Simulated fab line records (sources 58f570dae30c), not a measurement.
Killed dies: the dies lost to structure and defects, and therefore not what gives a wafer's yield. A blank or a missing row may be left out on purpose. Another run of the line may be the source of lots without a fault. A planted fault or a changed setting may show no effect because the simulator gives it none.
Which tool was responsible? :: flow berkeley-cmos170 :: Sampling: 14 lots, 42 wafers, 3 of 331 route steps

== WHAT THE GAUGES READ, wafer by wafer ==
UCB170_M3_CD_MEAS_90: target cd 700 nm.
lot: L840
measured: day 8 22:59
on: cd-sem-02
cd-nm (nm): 699 697 698

lot: L841
measured: day 9 00:24
on: cd-sem-02
cd-nm (nm): 701 698 702

lot: L843
measured: day 9 06:07
on: cd-sem-02
cd-nm (nm): 698 707 698

lot: L842
measured: day 9 07:26
on: cd-sem-01
cd-nm (nm): - - -

lot: L846
measured: day 10 01:25
on: cd-sem-01
cd-nm (nm): - - -

lot: L845
measured: day 10 02:22
on: cd-sem-02
cd-nm (nm): 702 698 703

lot: L847
measured: day 10 02:54
on: cd-sem-02
cd-nm (nm): 696 701 696

lot: L855
measured: day 11 22:27
on: cd-sem-01
cd-nm (nm): 699 703 702

lot: L856
measured: day 12 00:56
on: cd-sem-01
cd-nm (nm): 703 702 697

lot: L853
measured: day 12 01:12
on: cd-sem-01
cd-nm (nm): 696 696 694

lot: L854
measured: day 12 03:22
on: cd-sem-02
cd-nm (nm): 691 698 691

lot: L858
measured: day 12 15:13
on: cd-sem-01
cd-nm (nm): 698 698 698

lot: L859
measured: day 12 15:31
on: cd-sem-01
cd-nm (nm): 698 697 699

lot: L862
measured: day 13 20:43
on: cd-sem-02
cd-nm (nm): 697 693 695

== WHICH TOOL RAN EACH LOT (tool, then ch and the chambers of the sampled wafers, then the start) ==
lot: L840
UCB170_M3_ETCH_17: rie-diel-03 ch 0,1,3, day 8 22:40
UCB170_M3_METAL_ETCH_18: rie-metal-02 ch 0,1, day 8 22:42

lot: L841
UCB170_M3_ETCH_17: rie-diel-01 ch 2,3, day 8 23:53
UCB170_M3_METAL_ETCH_18: rie-metal-01 ch 0, day 8 23:56

lot: L843
UCB170_M3_ETCH_17: rie-diel-02 ch 1,2,3, day 9 05:47
UCB170_M3_METAL_ETCH_18: rie-metal-01 ch 0,1, day 9 05:49

lot: L842
UCB170_M3_ETCH_17: rie-diel-03 ch 0,3, day 9 07:06
UCB170_M3_METAL_ETCH_18: rie-metal-02 ch 0,1, day 9 07:08

lot: L846
UCB170_M3_ETCH_17: rie-diel-03 ch 1,2,3, day 10 01:04
UCB170_M3_METAL_ETCH_18: rie-metal-03 ch 0,1, day 10 01:07

lot: L845
UCB170_M3_ETCH_17: rie-diel-01 ch 0,2, day 10 02:01
UCB170_M3_METAL_ETCH_18: rie-metal-02 ch 0,1, day 10 02:04

lot: L847
UCB170_M3_ETCH_17: rie-diel-02 ch 1,2,3, day 10 02:34
UCB170_M3_METAL_ETCH_18: rie-metal-01 ch 0,1, day 10 02:37

lot: L855
UCB170_M3_ETCH_17: rie-diel-03 ch 0,1,3, day 11 22:05
UCB170_M3_METAL_ETCH_18: rie-metal-01 ch 0,1, day 11 22:11

lot: L856
UCB170_M3_ETCH_17: rie-diel-02 ch 0,1,2, day 12 00:35
UCB170_M3_METAL_ETCH_18: rie-metal-03 ch 0,1, day 12 00:38

lot: L853
UCB170_M3_ETCH_17: rie-diel-03 ch 0,1, day 12 00:52
UCB170_M3_METAL_ETCH_18: rie-metal-02 ch 0,1, day 12 00:55

lot: L854
UCB170_M3_ETCH_17: rie-diel-03 ch 1,2,3, day 12 03:01
UCB170_M3_METAL_ETCH_18: rie-metal-03 ch 0,1, day 12 03:04

lot: L858
UCB170_M3_ETCH_17: rie-diel-02 ch 1,2, day 12 14:50
UCB170_M3_METAL_ETCH_18: rie-metal-01 ch 0,1, day 12 14:57

lot: L859
UCB170_M3_ETCH_17: rie-diel-03 ch 1,2, day 12 15:10
UCB170_M3_METAL_ETCH_18: rie-metal-03 ch 1, day 12 15:13

lot: L862
UCB170_M3_ETCH_17: rie-diel-03 ch 1,3, day 13 20:23
UCB170_M3_METAL_ETCH_18: rie-metal-03 ch 0,1, day 13 20:26
- UCB170_M3_ETCH_17: etches BARC in N2/H2.
- UCB170_M3_METAL_ETCH_18: etches Al in Cl2/BCl3, stops on SiO2, target depth 1170 nm, time 195 s.

== AS READ BY THE TOOLS THEMSELVES (means over the sampled wafers that have a number; for cases with no such wafer, the mark the record gives instead) ==
UCB170_M3_ETCH_17.
lot: L840
tool: rie-diel-03
bias-w (W): 100.1
chamber-pressure-mTorr (mTorr): 30.006
drypump-motor-current-A (A): 6.0
oes-product-au (a.u.): 0.998
throttle-valve-pct (%): 13.36

lot: L841
tool: rie-diel-01
bias-w (W): 100.2
chamber-pressure-mTorr (mTorr): 30.002
drypump-motor-current-A (A): 5.1
oes-product-au (a.u.): 0.975
throttle-valve-pct (%): 13.03

lot: L843
tool: rie-diel-02
bias-w (W): 99.9
chamber-pressure-mTorr (mTorr): 29.973
drypump-motor-current-A (A): 5.8
oes-product-au (a.u.): 0.992
throttle-valve-pct (%): 13.09

lot: L842
tool: rie-diel-03
bias-w (W): -
chamber-pressure-mTorr (mTorr): -
drypump-motor-current-A (A): -
oes-product-au (a.u.): -
throttle-valve-pct (%): -

lot: L846
tool: rie-diel-03
bias-w (W): -
chamber-pressure-mTorr (mTorr): -
drypump-motor-current-A (A): -
oes-product-au (a.u.): -
throttle-valve-pct (%): -

lot: L845
tool: rie-diel-01
bias-w (W): 100.2
chamber-pressure-mTorr (mTorr): 29.983
drypump-motor-current-A (A): 5.3
oes-product-au (a.u.): 1.008
throttle-valve-pct (%): 13.18

lot: L847
tool: rie-diel-02
bias-w (W): 100.1
chamber-pressure-mTorr (mTorr): 30.014
drypump-motor-current-A (A): 5.8
oes-product-au (a.u.): 1.006
throttle-valve-pct (%): 13.10

lot: L855
tool: rie-diel-03
bias-w (W): 100.2
chamber-pressure-mTorr (mTorr): 30.002
drypump-motor-current-A (A): 5.9
oes-product-au (a.u.): 1.006
throttle-valve-pct (%): 13.35

lot: L856
tool: rie-diel-02
bias-w (W): 100.1
chamber-pressure-mTorr (mTorr): 30.009
drypump-motor-current-A (A): 5.6
oes-product-au (a.u.): 0.996
throttle-valve-pct (%): 13.29

lot: L853
tool: rie-diel-03
bias-w (W): 100.1
chamber-pressure-mTorr (mTorr): 30.007
drypump-motor-current-A (A): 6.4
oes-product-au (a.u.): 1.021
throttle-valve-pct (%): 13.36

lot: L854
tool: rie-diel-03
bias-w (W): 100.0
chamber-pressure-mTorr (mTorr): 29.985
drypump-motor-current-A (A): 6.0
oes-product-au (a.u.): 0.991
throttle-valve-pct (%): 13.32

lot: L858
tool: rie-diel-02
bias-w (W): 100.1
chamber-pressure-mTorr (mTorr): 29.976
drypump-motor-current-A (A): 5.5
oes-product-au (a.u.): 0.996
throttle-valve-pct (%): 13.20

lot: L859
tool: rie-diel-03
bias-w (W): 99.9
chamber-pressure-mTorr (mTorr): 30.005
drypump-motor-current-A (A): 6.4
oes-product-au (a.u.): 1.006
throttle-valve-pct (%): 13.32

lot: L862
tool: rie-diel-03
bias-w (W): 99.8
chamber-pressure-mTorr (mTorr): 29.992
drypump-motor-current-A (A): 5.5
oes-product-au (a.u.): 0.984
throttle-valve-pct (%): 13.36

UCB170_M3_METAL_ETCH_18.
lot: L840
tool: rie-metal-02
bcl3-flow-sccm (sccm): 45.03
bias-w (W): 119.9
drypump-motor-current-A (A): 6.1
oes-product-au (a.u.): 0.854
throttle-valve-pct (%): 24.38

lot: L841
tool: rie-metal-01
bcl3-flow-sccm (sccm): 44.91
bias-w (W): 119.9
drypump-motor-current-A (A): 5.1
oes-product-au (a.u.): 0.835
throttle-valve-pct (%): 24.07

lot: L843
tool: rie-metal-01
bcl3-flow-sccm (sccm): 45.13
bias-w (W): 120.0
drypump-motor-current-A (A): 5.2
oes-product-au (a.u.): 0.847
throttle-valve-pct (%): 24.32

lot: L842
tool: rie-metal-02
bcl3-flow-sccm (sccm): 44.91
bias-w (W): 119.9
drypump-motor-current-A (A): 6.0
oes-product-au (a.u.): 0.376
throttle-valve-pct (%): 24.61

lot: L846
tool: rie-metal-03
bcl3-flow-sccm (sccm): 44.99
bias-w (W): 120.4
drypump-motor-current-A (A): 5.9
oes-product-au (a.u.): 0.374
throttle-valve-pct (%): 24.72

lot: L845
tool: rie-metal-02
bcl3-flow-sccm (sccm): 44.98
bias-w (W): 120.0
drypump-motor-current-A (A): 6.0
oes-product-au (a.u.): 0.844
throttle-valve-pct (%): 24.40

lot: L847
tool: rie-metal-01
bcl3-flow-sccm (sccm): 44.98
bias-w (W): 119.9
drypump-motor-current-A (A): 5.2
oes-product-au (a.u.): 0.854
throttle-valve-pct (%): 24.33

lot: L855
tool: rie-metal-01
bcl3-flow-sccm (sccm): 45.22
bias-w (W): 119.8
drypump-motor-current-A (A): 5.1
oes-product-au (a.u.): 0.845
throttle-valve-pct (%): 24.20

lot: L856
tool: rie-metal-03
bcl3-flow-sccm (sccm): 44.86
bias-w (W): 120.4
drypump-motor-current-A (A): 5.9
oes-product-au (a.u.): 0.856
throttle-valve-pct (%): 24.51

lot: L853
tool: rie-metal-02
bcl3-flow-sccm (sccm): 44.91
bias-w (W): 119.8
drypump-motor-current-A (A): 6.0
oes-product-au (a.u.): 0.845
throttle-valve-pct (%): 24.39

lot: L854
tool: rie-metal-03
bcl3-flow-sccm (sccm): 44.97
bias-w (W): 119.7
drypump-motor-current-A (A): 5.8
oes-product-au (a.u.): 0.853
throttle-valve-pct (%): 24.50

lot: L858
tool: rie-metal-01
bcl3-flow-sccm (sccm): 45.02
bias-w (W): 119.7
drypump-motor-current-A (A): 5.1
oes-product-au (a.u.): 0.837
throttle-valve-pct (%): 24.19

lot: L859
tool: rie-metal-03
bcl3-flow-sccm (sccm): 44.94
bias-w (W): 119.6
drypump-motor-current-A (A): 5.9
oes-product-au (a.u.): 0.853
throttle-valve-pct (%): 24.48

lot: L862
tool: rie-metal-03
bcl3-flow-sccm (sccm): 45.16
bias-w (W): 120.8
drypump-motor-current-A (A): 5.9
oes-product-au (a.u.): 0.848
throttle-valve-pct (%): 24.51

== THE ANSWER, worked out from the rows above alone ==
Rule: usual is defined by the lots themselves. Put in order of their means at a reading, lots are off if they are a third of the lots or fewer, leave a main group of 4 or more, and stand apart from it by a gap of 3 or more times the standard deviation of the main group's means; of several such gaps the widest counts. Not used: any main group whose means are identical at the precision the tables above print for the reading. A lot without any number at a reading at which 4 lots or more have one is off too. Where the step has rows for the other lots, those lots are counted as sound. Order of review: gauges by route order, followed by the tools' own readings, for which a lot's mean as printed above is used. At the first step where some lot is off, the reading lying furthest off is the one used; lots without a number count as furthest.
Off at UCB170_M3_CD_MEAS_90 (cd-nm): L842, L846. Without a number there: L842, L846. For the main group the mean is 698 nm and the standard deviation 2.6.
A tool fits if, at a process step before that reading, it ran every lot that is off, and no sound lot after the first of them. Not tried: the gauges at UCB170_M3_CD_MEAS_90; whatever is off there is also off at UCB170_M3_ETCH_17, on other tools, and gauge error can't account for it. Not one of the candidates tried fits.

== WHAT HAD BEEN PUT IN BY THE SIMULATOR ==
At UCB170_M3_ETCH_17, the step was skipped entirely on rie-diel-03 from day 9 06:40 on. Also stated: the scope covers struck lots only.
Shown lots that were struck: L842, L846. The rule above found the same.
